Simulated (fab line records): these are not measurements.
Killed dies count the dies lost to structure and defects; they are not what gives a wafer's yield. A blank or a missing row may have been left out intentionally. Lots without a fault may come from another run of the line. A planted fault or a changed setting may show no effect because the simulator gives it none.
A struck lot beside a sound one | flow berkeley_cmos170 | 23 out of 331 route steps
Sound: the wafers L968.2, L968.5, L968.6. Wafers struck: L969.1, L969.3, L969.4. The cause comes at the end.
At each step with rows: each side's tool, then ch and its chambers, then its first start. Under that, the readings that differ: sound wafers | struck wafers | difference of the means | sigmas: that difference in standard deviations of wafers without a fault.
alike: a reading whose means differ by less than 2 such deviations, as well as words and numbers matching on both sides. not compared: withheld readings; readings where some wafer has no value; bounds like >300 that might hide an equal value; numbers whose values overlap and for which the record gives no deviation.
Wherever a step has rows on one side only, a row that says differs or no value, or a row with sigmas, the two part there. Numbers that have no deviation but don't overlap get no sigmas and don't part them. A reading missing from all wafers of one side parts the sides only when that side holds two or more wafers.

UCB170_NWELL_ETCH_13: etches Si3N4 in CH3F/Ar/O2, stops on SiO2, target depth 246.4 nm, time 154 s.
  sound on rie_diel-04 ch 1,2,3, day 4 17:46; struck on rie_diel-02 ch 1,2,3, day 5 02:39
  alike: drypump_motor_current_A, oes_product_au, throttle_valve_pct
  not compared: rf_hours_counter_h
then, 1 step without rows for these wafers: UCB170_NWELL_IMPLANT_14.
UCB170_NWELL_STRIP_15: strips in O2.
  sound on plasma_asher-01 ch 0,1, day 4 18:01; struck on plasma_asher-03 ch 0,1, day 5 02:54
  alike: drypump_motor_current_A, oes_product_au, strip_time_to_endpoint_s
  not compared: rf_hours_counter_h
UCB170_NWELL_TW_MEAS_16:
  sound on film_metro-03, day 4 18:08; struck on film_metro-02, day 5 03:00
  reading  | sound          | struck         | difference | sigmas
  NWELL_TW | 1251 1243 1241 | 1269 1270 1272 | +25        | +2
then, 6 steps without rows for these wafers: UCB170_NWELL_CLEAN_17 (cleans in SPM, time 600 s); UCB170_NWELL_WET_ETCH_18 (etches Si3N4 in H3PO4, time 14400 s); UCB170_NWELL_WET_ETCH_19 (etches SiO2 in BOE, time 22 s); UCB170_PWELL_CLEAN_00 (cleans in SPM, time 600 s); UCB170_PWELL_CLEAN_01 (cleans in dHF, time 60 s); UCB170_PWELL_OXIDATION_02 (target thk 26.4 nm, ox time 1226 s).
UCB170_PWELL_THK_MEAS_03:
  sound on film_metro-01, day 5 02:39; struck on film_metro-01, day 5 09:28
  reading              | sound          | struck         | difference | sigmas
  PWELL_OXIDE_THK (nm) | 24.4 25.2 25.1 | 25.7 25.9 26.5 | +1.1       | +2
then, 1 step without rows for these wafers: UCB170_PWELL_ANNEAL_04 (time 900 s).
UCB170_PWELL_CVD_05: deposits Si3N4 from SiH2Cl2/NH3, target thk 220 nm, time 3300 s.
  sound on lpcvd-02 ch 1, day 5 06:10; struck on lpcvd-02 ch 1, day 5 15:31
  alike: nh3_flow_sccm
UCB170_PWELL_THK_MEAS_06:
  sound on film_metro-02, day 5 08:05; struck on film_metro-02, day 5 17:26
  reading                | sound             | struck            | difference | sigmas
  PWELL_NITRIDE_THK (nm) | 224.3 224.8 223.5 | 439.5 442.8 440.0 | +216.6     | +98
then, 6 steps without rows for these wafers: UCB170_PWELL_HMDS_07 (prime time 60 s); UCB170_PWELL_COAT_08 (resist thk 900 nm); UCB170_PWELL_SOFTBAKE_09 (time 60 s); UCB170_PWELL_EXPOSE_10 (exposes mask PWELL, target cd 3000 nm); UCB170_PWELL_PEB_11; UCB170_PWELL_DEVELOP_12 (develop time 45 s).
UCB170_PWELL_OVL_MEAS_13:
  sound on overlay-01, day 5 09:23; struck on overlay-01, day 5 18:30
  alike: PWELL_OVL
UCB170_PWELL_ETCH_14: etches Si3N4 in CH3F/Ar/O2, stops on SiO2, target depth 242 nm, time 151 s.
  sound on rie_diel-01 ch 0,2,3, day 5 09:25; struck on rie_diel-03 ch 0,1,2, day 5 18:32
  reading                  | sound             | struck            | difference | sigmas
  oes_product_au (a.u.)    | 0.949 0.948 0.941 | 1.022 1.019 1.007 | +0.070     | +5
  model.etch.depth_nm (nm) | 224.4 224.7 223.5 | 245.4 242.8 244.5 | +20.0      |
  alike: drypump_motor_current_A, throttle_valve_pct
  not compared: rf_hours_counter_h
then, 1 step without rows for these wafers: UCB170_PWELL_IMPLANT_15.

WHERE THEY PART
Last at UCB170_PWELL_ETCH_14 as far as this record goes, first at UCB170_NWELL_TW_MEAS_16.

WHY: what the simulator had put in
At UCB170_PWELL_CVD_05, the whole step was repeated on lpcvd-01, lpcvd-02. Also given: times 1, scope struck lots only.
